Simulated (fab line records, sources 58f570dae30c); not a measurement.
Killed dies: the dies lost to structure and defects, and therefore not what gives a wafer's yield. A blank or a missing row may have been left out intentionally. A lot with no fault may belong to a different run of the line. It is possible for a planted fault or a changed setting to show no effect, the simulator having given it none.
Check for tools in common || flow berkeley_cmos170 || 33 wafers sampled across 11 lots

== REASON FOR OPENING ==
UCB170_PVT_TW_MEAS_09, reading PVT_TW: flagged on 4 of 11 lots. Fault-free wafers read 512, with a standard deviation of 3.7.
Rule: flag the lot when none of its wafers has a number, or when each of its wafers that has one lies beyond 4 standard deviations from that mean. As for the other lots, they are considered sound.

{"lot": "L365", "measured": "day 7 00:26", "on": "film_metro-03", "PVT_TW, wafer by wafer": "507 509 507", "flag": ""}
{"lot": "L370", "measured": "day 7 10:08", "on": "film_metro-03", "PVT_TW, wafer by wafer": "506 511 506", "flag": ""}
{"lot": "L369", "measured": "day 7 10:36", "on": "film_metro-01", "PVT_TW, wafer by wafer": "514 516 512", "flag": ""}
{"lot": "L368", "measured": "day 7 10:53", "on": "film_metro-03", "PVT_TW, wafer by wafer": "508 511 509", "flag": ""}
{"lot": "L367", "measured": "day 7 10:54", "on": "film_metro-01", "PVT_TW, wafer by wafer": "514 516 516", "flag": ""}
{"lot": "L366", "measured": "day 7 11:08", "on": "film_metro-02", "PVT_TW, wafer by wafer": "508 507 508", "flag": ""}
{"lot": "L373", "measured": "day 8 00:30", "on": "film_metro-03", "PVT_TW, wafer by wafer": "511 510 512", "flag": ""}
{"lot": "L371", "measured": "day 8 00:47", "on": "film_metro-01", "PVT_TW, wafer by wafer": "262 261 264", "flag": "FLAGGED"}
{"lot": "L372", "measured": "day 8 00:57", "on": "film_metro-01", "PVT_TW, wafer by wafer": "263 262 262", "flag": "FLAGGED"}
{"lot": "L374", "measured": "day 8 17:54", "on": "film_metro-01", "PVT_TW, wafer by wafer": "263 264 263", "flag": "FLAGGED"}
{"lot": "L375", "measured": "day 8 18:10", "on": "film_metro-03", "PVT_TW, wafer by wafer": "261 261 260", "flag": "FLAGGED"}
The numbers of the flagged lots are 262 on average: -250 against the usual, or -68 standard deviations.

== EACH LOT AND THE TOOL IT RAN ON ==
The record holds 3 process steps before the reading, out of a route of 331 steps. Read each cell as the tool, then ch plus the chambers that the sampled wafers visited, then the start.
{"lot": "L365", "flag": "", "UCB170_ACTIVE_ETCH_15": "rie_diel-02 ch 0,1,2, day 5 08:29", "UCB170_PFIELD_STRIP_08": "plasma_asher-01 ch 0,1, day 5 10:01", "UCB170_PVT_IMPLANT_07": "implanter-04 ch 0, day 7 00:11"}
{"lot": "L370", "flag": "", "UCB170_ACTIVE_ETCH_15": "rie_diel-04 ch 1,2,3, day 5 15:56", "UCB170_PFIELD_STRIP_08": "plasma_asher-04 ch 0,1, day 5 18:32", "UCB170_PVT_IMPLANT_07": "implanter-03 ch 0, day 7 09:53"}
{"lot": "L369", "flag": "", "UCB170_ACTIVE_ETCH_15": "rie_diel-03 ch 1,2,3, day 5 16:40", "UCB170_PFIELD_STRIP_08": "plasma_asher-04 ch 0, day 5 19:25", "UCB170_PVT_IMPLANT_07": "implanter-01 ch 0, day 7 10:22"}
{"lot": "L368", "flag": "", "UCB170_ACTIVE_ETCH_15": "rie_diel-02 ch 0,1,3, day 5 16:18", "UCB170_PFIELD_STRIP_08": "plasma_asher-04 ch 0,1, day 5 19:05", "UCB170_PVT_IMPLANT_07": "implanter-04 ch 0, day 7 10:38"}
{"lot": "L367", "flag": "", "UCB170_ACTIVE_ETCH_15": "rie_diel-03 ch 0,2, day 5 16:11", "UCB170_PFIELD_STRIP_08": "plasma_asher-01 ch 0, day 5 18:49", "UCB170_PVT_IMPLANT_07": "implanter-03 ch 0, day 7 10:39"}
{"lot": "L366", "flag": "", "UCB170_ACTIVE_ETCH_15": "rie_diel-04 ch 1,2,3, day 5 16:25", "UCB170_PFIELD_STRIP_08": "plasma_asher-01 ch 1, day 5 19:14", "UCB170_PVT_IMPLANT_07": "implanter-01 ch 0, day 7 10:53"}
{"lot": "L373", "flag": "", "UCB170_ACTIVE_ETCH_15": "rie_diel-03 ch 0,1,2, day 6 00:13", "UCB170_PFIELD_STRIP_08": "plasma_asher-04 ch 0,1, day 6 04:43", "UCB170_PVT_IMPLANT_07": "implanter-03 ch 0, day 8 00:15"}
{"lot": "L371", "flag": "FLAGGED", "UCB170_ACTIVE_ETCH_15": "rie_diel-03 ch 0,1,2, day 5 23:43", "UCB170_PFIELD_STRIP_08": "plasma_asher-01 ch 0,1, day 6 04:17", "UCB170_PVT_IMPLANT_07": "implanter-01 ch 0, day 8 00:33"}
{"lot": "L372", "flag": "FLAGGED", "UCB170_ACTIVE_ETCH_15": "rie_diel-02 ch 0,2,3, day 5 23:59", "UCB170_PFIELD_STRIP_08": "plasma_asher-03 ch 0,1, day 6 04:17", "UCB170_PVT_IMPLANT_07": "implanter-04 ch 0, day 8 00:42"}
{"lot": "L374", "flag": "FLAGGED", "UCB170_ACTIVE_ETCH_15": "rie_diel-03 ch 0,1, day 6 21:56", "UCB170_PFIELD_STRIP_08": "plasma_asher-01 ch 0,1, day 7 00:18", "UCB170_PVT_IMPLANT_07": "implanter-01 ch 0, day 8 17:40"}
{"lot": "L375", "flag": "FLAGGED", "UCB170_ACTIVE_ETCH_15": "rie_diel-03 ch 0,2,3, day 7 05:11", "UCB170_PFIELD_STRIP_08": "plasma_asher-04 ch 0,1, day 7 07:38", "UCB170_PVT_IMPLANT_07": "implanter-04 ch 0, day 8 17:55"}
What these steps do:
- UCB170_ACTIVE_ETCH_15: etches Si3N4 in CH3F/Ar/O2, stops on SiO2, target depth 242 nm, time 151 s.
- UCB170_PFIELD_STRIP_08: strips in O2.
- UCB170_PVT_IMPLANT_07
- UCB170_PVT_TW_MEAS_09

== FLAGGED OVER TOTAL, TOOL BY TOOL (the gauges that took the reading come last) ==
{"step": "UCB170_ACTIVE_ETCH_15", "tool": "rie_diel-02", "lots run": 3, "flagged": 1, "share of the flagged lots": "some", "sound lots run after its first flagged lot": 0}
{"step": "UCB170_ACTIVE_ETCH_15", "tool": "rie_diel-03", "lots run": 6, "flagged": 3, "share of the flagged lots": "some", "sound lots run after its first flagged lot": "1 (L373)"}
{"step": "UCB170_ACTIVE_ETCH_15", "tool": "rie_diel-04", "lots run": 2, "flagged": 0, "share of the flagged lots": "none", "sound lots run after its first flagged lot": "-"}
{"step": "UCB170_PFIELD_STRIP_08", "tool": "plasma_asher-01", "lots run": 5, "flagged": 2, "share of the flagged lots": "some", "sound lots run after its first flagged lot": 0}
{"step": "UCB170_PFIELD_STRIP_08", "tool": "plasma_asher-03", "lots run": 1, "flagged": 1, "share of the flagged lots": "some", "sound lots run after its first flagged lot": 0}
{"step": "UCB170_PFIELD_STRIP_08", "tool": "plasma_asher-04", "lots run": 5, "flagged": 1, "share of the flagged lots": "some", "sound lots run after its first flagged lot": 0}
{"step": "UCB170_PVT_IMPLANT_07", "tool": "implanter-01", "lots run": 4, "flagged": 2, "share of the flagged lots": "some", "sound lots run after its first flagged lot": 0}
{"step": "UCB170_PVT_IMPLANT_07", "tool": "implanter-03", "lots run": 3, "flagged": 0, "share of the flagged lots": "none", "sound lots run after its first flagged lot": "-"}
{"step": "UCB170_PVT_IMPLANT_07", "tool": "implanter-04", "lots run": 4, "flagged": 2, "share of the flagged lots": "some", "sound lots run after its first flagged lot": 0}
{"step": "UCB170_PVT_TW_MEAS_09", "tool": "film_metro-01", "lots run": 5, "flagged": 3, "share of the flagged lots": "some", "sound lots run after its first flagged lot": 0}
{"step": "UCB170_PVT_TW_MEAS_09", "tool": "film_metro-02", "lots run": 1, "flagged": 0, "share of the flagged lots": "none", "sound lots run after its first flagged lot": "-"}
{"step": "UCB170_PVT_TW_MEAS_09", "tool": "film_metro-03", "lots run": 5, "flagged": 1, "share of the flagged lots": "some", "sound lots run after its first flagged lot": 0}

== THE TABLE: WHAT IT ALLOWS ==
No row of the table ran every flagged lot.

== WHAT WAS PUT IN BY THE SIMULATOR ==
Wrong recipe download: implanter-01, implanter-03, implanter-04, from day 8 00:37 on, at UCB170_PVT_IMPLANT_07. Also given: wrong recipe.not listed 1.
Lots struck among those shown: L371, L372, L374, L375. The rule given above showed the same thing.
